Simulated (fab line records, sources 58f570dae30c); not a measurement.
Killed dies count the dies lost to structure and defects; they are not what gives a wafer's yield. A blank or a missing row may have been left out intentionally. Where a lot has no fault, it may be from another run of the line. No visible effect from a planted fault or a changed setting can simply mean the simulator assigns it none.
fab line records | flow berkeley_cmos170
[record] lots = 6 wafers = 16 last_day = 11
route steps=331 shown V2@298 M3@309
lots that met no fault: taken from a fault-free run of the same line
start_h: the number of hours between the record's first day and the start of the first shown wafer of the lot | wait_h: how many hours have passed since the lot's step before this one | " the same as in the row above | L1.1+2: several wafers, shown together as one row | - no value, or no start was given | * or withheld: withheld | < > ~ a bound
route shown NAME@n: NAME is a module with steps in the file, n the number in the route of the first one | usual: the fault-free wafers' mean and standard deviation | same: alike in all rows | chamber/n: place in a boat | sites: per-site readings | _std_site: standard deviation of those values | _edge_site: outer sites' mean less inner sites' | radius_mm: for every site, how far away it sits from the centre of the wafer | mask NAME#n: copy n | behind: the most recent tool/chamber to have shaped the wafer | hold: why the lot went on hold/how many hours it stayed there/how the hold came to an end | device: names the non-switching transistor (n, p or np) | end of line: tests run on the same wafers once the route is complete | a step given without rows: its recipe and nothing more | killed: the dies lost at the first sort to structure and to defects; this is not the yield of the wafer | map: per-die view of a wafer (x killed, . not killed, _ where there is no die)
set.NAME: setting as actually run; set.NAME@STEP: the setting as run at that earlier step | model.NAME: the simulator's own value behind a step, which no gauge read
certain route steps with their lots: each step a table, each wafer a row
services: when a tool's chamber went out of use (start_h, in hours from the record's first day, below 0 if earlier), for how many hours, and the reason
[[steps]]
[step UCB170_V2_HMDS_06]
[recipe] prime_time_s = 60 prime_temp_c = 100
[step UCB170_V2_COAT_07]
[recipe] resist = KrF spin_rpm = 1500 resist_thk_nm = 900
[step UCB170_V2_SOFTBAKE_08]
[recipe] resist = KrF temp_c = 130 time_s = 60
[step UCB170_V2_EXPOSE_09]
[recipe] mask_id = VIA2 target_cd_nm = 700 na = 0.5 sigma_outer = 0.6 source_shape = conventional dose_mj = 37
[step UCB170_V2_PEB_10]
[recipe] peb_temp_c = 130 peb_time_s = withheld resist = KrF
[step UCB170_V2_DEVELOP_11]
[recipe] developer = TMAH develop_time_s = 45 resist = KrF dev_temp_c = 21
[step UCB170_V2_CD_MEAS_12]
[recipe] target_cd_nm = 700
[usual] cd_nm = 700.0/1.2
// columns lot.wafer tool chamber start_h wait_h cd_nm
L285.1 cd_sem-02 - 163.28 - 698.1
L285.2 " - " " 697.7
L285.5 " - " " 699.0
L286.2 cd_sem-01 - 185.94 - 700.1
L286.5 " - " " 701.3
L286.6 " - " " 701.4
L299.2 cd_sem-02 - 245.45 - 699.7
L299.5 " - " " 700.9
L299.6 " - " " 699.2
L302.1 cd_sem-01 - 257.24 - 698.7
L302.2 " - " " 697.2
L302.4 " - " " 697.1
L301.4 cd_sem-02 - 257.51 - 700.1
L303.2 cd_sem-01 - 265.26 - 699.1
L303.3 " - " " 698.7
L303.5 " - " " 699.7
[step UCB170_V2_OVL_MEAS_13]
[usual] V2_OVL = -2/5.4
// columns lot.wafer tool chamber start_h wait_h V2_OVL[nm]
L285.1 overlay-02 - 163.40 0.1 -4
L285.2 " - " " -2
L285.5 " - " " 2
L286.2 overlay-01 - 186.05 0.1 11
L286.5 " - " " 4
L286.6 " - " " 9
L299.2 overlay-01 - 245.56 0.1 -1
L299.5 " - " " -7
L299.6 " - " " -1
L302.1 overlay-01 - 257.36 0.1 -6
L302.2 " - " " -4
L302.4 " - " " 6
L301.4 overlay-01 - 257.59 0.1 -5
L303.2 overlay-01 - 265.36 0.1 -1
L303.3 " - " " -5
L303.5 " - " " -3
[step UCB170_V2_ETCH_14]
[recipe] chemistry = CHF3/CF4/Ar target = SiO2 stop_on = Al CHF3_flow_sccm = 45 cf4_flow_sccm = 15 Ar_flow_sccm = 150 pressure_mtorr = 200 rf_w = 700 target_depth_a = 12500 over_etch_frac = 0.25 time_s = 291
[usual] CHF3_flow_sccm = 45.01/0.14 drypump_motor_current_A = 5.7/0.33 oes_product_au = 0.877/0.01 throttle_valve_pct = 6.94/0.12
// columns lot.wafer tool chamber start_h wait_h CHF3_flow_sccm drypump_motor_current_A oes_product_au rf_hours_counter_h throttle_valve_pct
L285.1 rie_diel-03 1 163.44 0.0 45.09 6.2 0.883 147 6.95
L285.2 " 2 " " 44.88 5.9 0.876 9 6.83
L285.5 " 2 " " 44.95 5.9 0.877 - 6.85
L286.2 rie_diel-03 3 186.08 0.0 44.85 5.8 0.877 128 7.15
L286.5 " 3 " " 44.86 5.8 0.867 - 7.15
L286.6 " 2 " " 44.85 5.9 0.877 - 6.85
L299.2 rie_diel-04 2 245.59 0.0 44.91 5.9 0.857 128 7.08
L299.5 " 2 " " 45.11 5.9 0.862 - 7.09
L299.6 " 1 " " 45.15 5.3 0.876 - 6.73
L302.1 rie_diel-03 0 257.40 0.0 44.99 5.8 0.872 23 6.80
L302.2 " 2 " " 45.09 5.9 0.876 14 6.86
L302.4 " 3 " " 45.06 5.7 0.883 132 7.14
L301.4 rie_diel-02 3 257.70 0.1 44.96 5.7 0.871 - 7.05
L303.2 rie_diel-03 3 265.39 0.0 44.93 5.7 0.883 132 7.16
L303.3 " 0 " " 44.98 5.8 0.874 23 6.81
L303.5 " 1 " " 45.01 6.2 0.903 - 6.96
[step UCB170_V2_STRIP_15]
[recipe] chemistry = O2 power_w = 400 pressure_mtorr = 3500 platen_temp_c = withheld o2_flow_sccm = 400 overash_fraction = 0.5
[usual] drypump_motor_current_A = 5.4/0.39 oes_product_au = 0.722/0.0045 strip_time_to_endpoint_s = 15.33/0.12
[same] overash_fraction = 0.5
// columns lot.wafer tool chamber start_h wait_h drypump_motor_current_A oes_product_au rf_hours_counter_h strip_time_to_endpoint_s
L285.1 plasma_asher-02 0 163.61 0.1 5.0 0.724 48 15.30
L285.2 " 1 " " 5.6 0.717 48 15.43
L285.5 " 0 " " 5.0 0.719 - 15.36
L286.2 plasma_asher-04 1 186.25 0.1 5.5 0.727 43 15.33
L286.5 " 0 " " 4.7 0.726 - 15.37
L286.6 " 1 " " 5.5 0.725 - 15.25
L299.2 plasma_asher-01 1 245.76 0.1 5.9 0.719 14 15.27
L299.5 " 1 " " 5.9 0.723 - 15.23
L299.6 " 0 " " 5.2 0.718 - 15.34
L302.1 plasma_asher-01 0 257.57 0.1 5.2 0.727 16 15.39
L302.2 " 1 " " 5.9 0.719 16 15.49
L302.4 " 0 " " 5.3 0.723 - 15.45
L301.4 plasma_asher-01 1 257.82 0.0 5.9 0.726 - 15.26
L303.2 plasma_asher-01 0 265.57 0.1 5.2 0.717 17 15.50
L303.3 " 1 " " 5.9 0.722 - 15.36
L303.5 " 1 " " 5.9 0.725 - 15.45
[step UCB170_V2_CD_MEAS_90]
[recipe] target_cd_nm = 700
[usual] cd_nm = 700.0/1.3
// columns lot.wafer tool chamber start_h wait_h cd_nm
L285.1 cd_sem-01 - 163.71 0.1 698.3
L285.2 " - " " 699.1
L285.5 " - " " 699.3
L286.2 cd_sem-02 - 186.37 0.1 701.6
L286.5 " - " " 702.0
L286.6 " - " " 702.3
L299.2 cd_sem-02 - 245.88 0.1 699.1
L299.5 " - " " 700.0
L299.6 " - " " 698.2
L302.1 cd_sem-01 - 257.67 0.1 698.5
L302.2 " - " " 697.9
L302.4 " - " " 696.5
L301.4 cd_sem-02 - 257.95 0.1 700.0
L303.2 cd_sem-01 - 265.69 0.1 699.0
L303.3 " - " " 698.0
L303.5 " - " " 698.4
[step UCB170_M3_PRE_CLEAN_00]
[recipe] gas = Ar preclean_etch_time_s = 60
[step UCB170_M3_SPUTTER_01]
[recipe] material = Al target_thk_nm = 900 time_s = 120 power_w = 6000 chamber_pressure_pa = 0.5
[usual] chamber_pressure_pa = 0.5001/0.00099 throttle_valve_pct = 29.8/1.2
// columns lot.wafer tool chamber start_h wait_h chamber_pressure_pa throttle_valve_pct model.Al_of_M3_SPUTTER_01.thk_nm
L285.1 pvd_sputter-03 - 163.90 0.0 0.4996 30.5 914.6
L285.2 " - " " 0.4981 27.9 900.4
L285.5 " - " " 0.5006 28.7 905.5
L286.2 pvd_sputter-02 - 186.54 0.0 0.4980 30.3 888.2
L286.5 " - " " 0.4997 30.9 877.3
L286.6 " - " " 0.5012 31.0 881.8
L299.2 pvd_sputter-03 - 246.05 0.0 0.4987 30.8 809
L299.5 " - " " 0.4999 27.8 907.3
L299.6 " - " " 0.5020 28.4 906.6
L302.1 pvd_sputter-01 - 257.86 0.0 0.4992 30.0 890.1
L302.2 " - " " 0.5001 30.6 894.2
L302.4 " - " " 0.5003 29.0 889.3
L301.4 pvd_sputter-03 - 258.08 0.0 0.4999 30.8 817.7
L303.2 pvd_sputter-02 - 265.86 0.0 0.5005 30.8 880.5
L303.3 " - " " 0.4991 29.7 897.1
L303.5 " - " " 0.4993 30.4 892.6
[step UCB170_M3_RS_MEAS_02]
[recipe] thk_meas_gauge = four-point-probe reads = Al_of_M3_SPUTTER_01
[usual] M3_AL_RS = 0.0323/0.00037
// columns lot.wafer tool chamber start_h wait_h M3_AL_RS[ohm/sq]
L285.1 film_metro-02 - 163.98 0.0 0.0317
L285.2 " - " " 0.0322
L285.5 " - " " 0.0320
L286.2 film_metro-03 - 186.64 0.1 0.0326
L286.5 " - " " 0.0330
L286.6 " - " " 0.0328
L299.2 film_metro-01 - 246.15 0.1 0.0359
L299.5 " - " " 0.0319
L299.6 " - " " 0.0320
L302.1 film_metro-02 - 257.94 0.0 0.0326
L302.2 " - " " 0.0324
L302.4 " - " " 0.0327
L301.4 film_metro-01 - 258.22 0.1 0.0355
L303.2 film_metro-01 - 265.96 0.1 0.0329
L303.3 " - " " 0.0323
L303.5 " - " " 0.0325
[step UCB170_M3_THK_MEAS_03]
[recipe] thk_meas_gauge = xrf reads = Al_of_M3_SPUTTER_01
[usual] M3_AL_THK = 892/11
// columns lot.wafer tool chamber start_h wait_h M3_AL_THK[nm]
L285.1 film_metro-02 - 164.10 0.1 914
L285.2 " - " " 899
L285.5 " - " " 906
L286.2 film_metro-03 - 186.75 0.1 880
L286.5 " - " " 868
L286.6 " - " " 876
L299.2 film_metro-01 - 246.26 0.1 803
L299.5 " - " " 898
L299.6 " - " " 899
L302.1 film_metro-02 - 258.06 0.1 885
L302.2 " - " " 886
L302.4 " - " " 884
L301.4 film_metro-01 - 258.31 0.1 808
L303.2 film_metro-01 - 266.07 0.1 866
L303.3 " - " " 886
L303.5 " - " " 880
[step UCB170_M3_HMDS_04]
[recipe] prime_time_s = 60 prime_temp_c = 100
[step UCB170_M3_COAT_05]
[recipe] resist = KrF spin_rpm = 1500 resist_thk_nm = 900
[step UCB170_M3_SOFTBAKE_06]
[recipe] resist = KrF temp_c = 130 time_s = 60
[step UCB170_M3_STRIP_07]
[recipe] chemistry = O2 power_w = 400 pressure_mtorr = 3500 platen_temp_c = withheld o2_flow_sccm = 400 overash_fraction = 0.5
[usual] drypump_motor_current_A = 5.39/0.26 oes_product_au = 0.735/0.0052 strip_time_to_endpoint_s = 21.97/0.057
[same] overash_fraction = 0.5
// columns lot.wafer tool chamber start_h wait_h drypump_motor_current_A oes_product_au rf_hours_counter_h strip_time_to_endpoint_s
L285.1 plasma_asher-01 0 164.98 0.1 5.25 0.735 5 21.91
L285.2 " 1 " " 5.88 0.728 5 21.92
L285.5 " 1 " " 5.89 0.737 - 21.92
L286.2 plasma_asher-02 1 187.63 0.1 5.57 0.731 50 22.01
L286.5 " 1 " " 5.56 0.730 - 22.10
L286.6 " 0 " " 5.02 0.732 - 21.99
L299.2 plasma_asher-02 0 246.76 0.1 5.03 0.731 58 22.05
L299.5 " 0 " " 5.05 0.733 - 22.01
L299.6 " 1 " " 5.62 0.723 - 22.03
L302.1 plasma_asher-01 0 258.69 0.1 5.24 0.742 16 21.93
L302.2 " 1 " " 5.89 0.733 16 21.91
L302.4 " 0 " " 5.25 0.739 - 21.85
L301.4 plasma_asher-03 1 259.05 0.1 5.27 0.732 - 22.05
L303.2 plasma_asher-03 1 266.67 0.1 5.24 0.731 56 21.95
L303.3 " 0 " " 5.40 0.730 - 21.94
L303.5 " 1 " " 5.24 0.738 - 21.93
[step UCB170_M3_STRIP_08]
[recipe] chemistry = DMSO temp_c = 80 time_s = 600 material = KrF
[step UCB170_M3_COAT_09]
[recipe] resist = BARC temp_c = withheld time_s = withheld spin_rpm = 3000 resist_thk_nm = withheld
[step UCB170_M3_COAT_10]
[recipe] resist = KrF spin_rpm = 1500 resist_thk_nm = 900
[step UCB170_M3_SOFTBAKE_11]
[recipe] resist = KrF temp_c = 130 time_s = 60
[step UCB170_M3_EXPOSE_12]
[recipe] mask_id = METAL3 target_cd_nm = 700 na = 0.5 sigma_outer = 0.6 source_shape = conventional dose_mj = 26
[step UCB170_M3_PEB_13]
[recipe] peb_temp_c = 130 peb_time_s = withheld resist = KrF
[step UCB170_M3_DEVELOP_14]
[recipe] developer = TMAH develop_time_s = 45 resist = KrF dev_temp_c = 21
[step UCB170_M3_CD_MEAS_15]
[recipe] target_cd_nm = 700
[usual] cd_nm = 699.9/1.3
// columns lot.wafer tool chamber start_h wait_h cd_nm
L285.1 cd_sem-01 - 166.59 - 701.0
L285.2 " - " " 701.5
L285.5 " - " " 701.2
L286.2 cd_sem-02 - 189.15 - 701.4
L286.5 " - " " 701.8
L286.6 " - " " 700.6
L299.2 cd_sem-02 - 248.15 - 700.6
L299.5 " - " " 700.7
L299.6 " - " " 700.4
L302.1 cd_sem-02 - 260.42 - 702.2
L302.2 " - " " 701.8
L302.4 " - " " 701.1
L301.4 cd_sem-02 - 260.76 - 699.5
L303.2 cd_sem-02 - 267.98 - 698.3
L303.3 " - " " 698.7
L303.5 " - " " 698.3
[step UCB170_M3_OVL_MEAS_16]
[usual] M3_OVL = 1/4.9
// columns lot.wafer tool chamber start_h wait_h M3_OVL[nm]
L285.1 overlay-02 - 166.71 0.1 2
L285.2 " - " " 9
L285.5 " - " " -4
L286.2 overlay-01 - 189.25 0.1 -2
L286.5 " - " " 0
L286.6 " - " " 2
L299.2 overlay-01 - 248.26 0.1 0
L299.5 " - " " 0
L299.6 " - " " 1
L302.1 overlay-01 - 260.54 0.1 -8
L302.2 " - " " -7
L302.4 " - " " -4
L301.4 overlay-01 - 260.84 0.1 5
L303.2 overlay-01 - 268.08 0.1 0
L303.3 " - " " 2
L303.5 " - " " 4
[step UCB170_M3_ETCH_17]
[recipe] chemistry = N2/H2 target_depth_a = withheld overetch_a = withheld target = BARC time_s = withheld source_w = 500 bias_w = 100 pressure_mtorr = 30 n2_flow_sccm = 100 h2_flow_sccm = 200
[usual] drypump_motor_current_A = 5.7/0.38 oes_product_au = 1.005/0.015 throttle_valve_pct = 13.36/0.14
// columns lot.wafer tool chamber start_h wait_h drypump_motor_current_A oes_product_au throttle_valve_pct
L285.1 rie_diel-02 2 166.75 0.0 5.3 1.029 13.30
L285.2 " 0 " " 5.8 1.011 13.40
L285.5 " 0 " " 5.9 1.015 13.42
L286.2 rie_diel-02 0 189.28 0.0 5.9 1.018 13.41
L286.5 " 2 " " 5.4 1.031 13.33
L286.6 " 3 " " 5.7 1.008 13.50
L299.2 rie_diel-03 2 248.29 0.0 5.9 0.993 13.07
L299.5 " 2 " " 5.9 1.001 13.09
L299.6 " 1 " " 6.2 1.023 13.42
L302.1 rie_diel-02 1 260.58 0.0 5.1 1.003 13.33
L302.2 " 0 " " 5.9 1.027 13.40
L302.4 " 3 " " 5.7 1.007 13.51
L301.4 rie_diel-01 1 260.85 0.0 4.9 1.017 13.25
L303.2 rie_diel-01 0 268.11 0.0 5.9 1.013 13.46
L303.3 " 3 " " 5.9 0.985 13.29
L303.5 " 2 " " 5.9 0.998 13.53
[step UCB170_M3_METAL_ETCH_18]
[recipe] chemistry = Cl2/BCl3 target = Al stop_on = SiO2 pressure_mtorr = 12 target_depth_a = 11700 over_etch_frac = 0.3 time_s = 195 icp_w = 600 bias_w = 120 Cl2_flow_sccm = 90 bcl3_flow_sccm = 45
[usual] bcl3_flow_sccm = 45.01/0.14 drypump_motor_current_A = 5.8/0.47 oes_product_au = 0.860/0.015 throttle_valve_pct = 24.46/0.18
// columns lot.wafer tool chamber start_h wait_h bcl3_flow_sccm drypump_motor_current_A oes_product_au rf_hours_counter_h throttle_valve_pct
L285.1 rie_metal-02 0 166.79 - 44.89 5.0 0.869 9 24.59
L285.2 " 1 " " 45.19 6.1 0.855 10 24.43
L285.5 " 0 " " 44.79 5.0 0.858 - 24.59
L286.2 rie_metal-04 1 189.33 - 45.05 6.4 0.858 15 24.38
L286.5 " 1 " " 44.83 6.3 0.840 - 24.37
L286.6 " 0 " " 45.17 5.6 0.831 - 24.75
L299.2 rie_metal-03 1 248.33 - 44.98 6.2 0.829 9 24.26
L299.5 " 1 " " 45.01 6.2 0.886 - 24.23
L299.6 " 0 " " 45.06 5.6 0.874 - 24.43
L302.1 rie_metal-03 1 260.62 - 45.14 6.2 0.872 10 24.24
L302.2 " 0 " " 45.09 5.6 0.860 6 24.44
L302.4 " 0 " " 45.06 5.6 0.864 - 24.44
L301.4 rie_metal-02 1 260.96 - 45.11 6.2 0.815 - 24.47
L303.2 rie_metal-04 0 268.16 - 45.15 5.5 0.834 0 24.66
L303.3 " 0 " " 45.08 5.5 0.851 - 24.65
L303.5 " 0 " " 44.93 5.6 0.842 - 24.63
[step UCB170_M3_STRIP_19]
[recipe] chemistry = O2 power_w = 400 pressure_mtorr = 3500 platen_temp_c = withheld o2_flow_sccm = 400 overash_fraction = 0.5
[usual] drypump_motor_current_A = 5.37/0.25 oes_product_au = 0.555/0.015
[same] overash_fraction = 0.5
// columns lot.wafer tool chamber start_h wait_h drypump_motor_current_A oes_product_au rf_hours_counter_h
L285.1 plasma_asher-02 1 166.98 0.1 5.61 0.562 48
L285.2 " 0 " " 5.03 0.548 48
L285.5 " 1 " " 5.59 0.563 -
L286.2 plasma_asher-02 0 189.51 0.1 5.04 0.551 51
L286.5 " 0 " " 5.04 0.543 -
L286.6 " 1 " " 5.60 0.573 -
L299.2 plasma_asher-03 0 248.52 0.1 5.39 0.552 54
L299.5 " 1 " " 5.26 0.553 -
L299.6 " 0 " " 5.41 0.540 -
L302.1 plasma_asher-01 0 260.81 0.1 5.26 0.557 16
L302.2 " 1 " " 5.86 0.540 16
L302.4 " 1 " " 5.88 0.552 -
L301.4 plasma_asher-03 1 261.12 0.1 5.26 0.529 -
L303.2 plasma_asher-03 1 268.34 0.1 5.27 0.549 56
L303.3 " 0 " " 5.39 0.552 -
L303.5 " 0 " " 5.40 0.550 -
[[services]]
// columns tool chamber start_h hours kind
rie_diel-04 - 140.20 0.2 repair
rie_diel-04 0 155.21 22.6 repair
rie_diel-03 3 163.79 2.7 repair
plasma_asher-01 - 169.14 2.3 repair
rie_diel-02 0 176.48 5.4 repair
rie_diel-02 3 177.74 2.9 repair
rie_diel-04 2 193.88 7.4 repair
rie_diel-03 1 194.97 - clean
rie_diel-03 1 194.97 15.1 scheduled_down
rie_diel-03 1 194.97 15.1 vent_cycle
plasma_asher-03 - 199.18 10.5 repair
rie_metal-04 1 202.03 - clean
rie_metal-04 1 202.03 24.7 scheduled_down
rie_metal-04 1 202.03 24.7 vent_cycle
pvd_sputter-03 - 203.86 1.3 repair
pvd_sputter-02 3 204.91 - consumable_replace:kit
pvd_sputter-02 3 204.91 18.0 scheduled_down
plasma_asher-04 - 231.83 1.4 repair
rie_metal-02 - 244.35 2.8 pm
plasma_asher-03 - 244.97 2.8 pm
rie_diel-02 2 253.33 8.4 repair
pvd_sputter-02 - 255.62 5.3 repair
plasma_asher-03 - 262.28 1.5 repair
rie_metal-02 1 267.17 9.3 repair
[[key]]
[first_sign] step = UCB170_M3_RS_MEAS_02 reading = M3_AL_RS direction = up sigmas = 9.1 usual = 0.0323 struck = 0.0357
[effect] step = UCB170_M3_THK_MEAS_03 reading = M3_AL_THK direction = down sigmas = 7.9 usual = 892 struck = 806
[effect] step = UCB170_M3_METAL_ETCH_18 reading = oes_product_au direction = down sigmas = 2.5 usual = 0.860 struck = 0.822
[model_effect] step = UCB170_M3_SPUTTER_01 value = Al_of_M3_SPUTTER_01.thk_nm without = 912.1 struck = 813.4
met_at UCB170_M3_SPUTTER_01
struck_wafers L299.2,L301.4
tester_left_out L301
[earlier_fault] kind = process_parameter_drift tool = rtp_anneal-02 chamber = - onset_h = 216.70 steps = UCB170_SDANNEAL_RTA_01 channel = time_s offset = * shape = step end_h = 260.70 acts_in = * stated = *
[fault] kind = process_parameter_drift tool = pvd_sputter-03 chamber = - onset_h = 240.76 steps = UCB170_M3_SPUTTER_01 channel = target_thk_nm offset = -98.739 shape = step acts_in = these_recipes_only stated = 900 scope = struck_wafers_only
// tester_left_out: of these lots the tester's yield and bins aren't shown, on N5 and GAA mostly nor the transistor test; their killed dies are dies lost to structure and defects alone, not to doping, threshold or leakage, so they don't give the yield
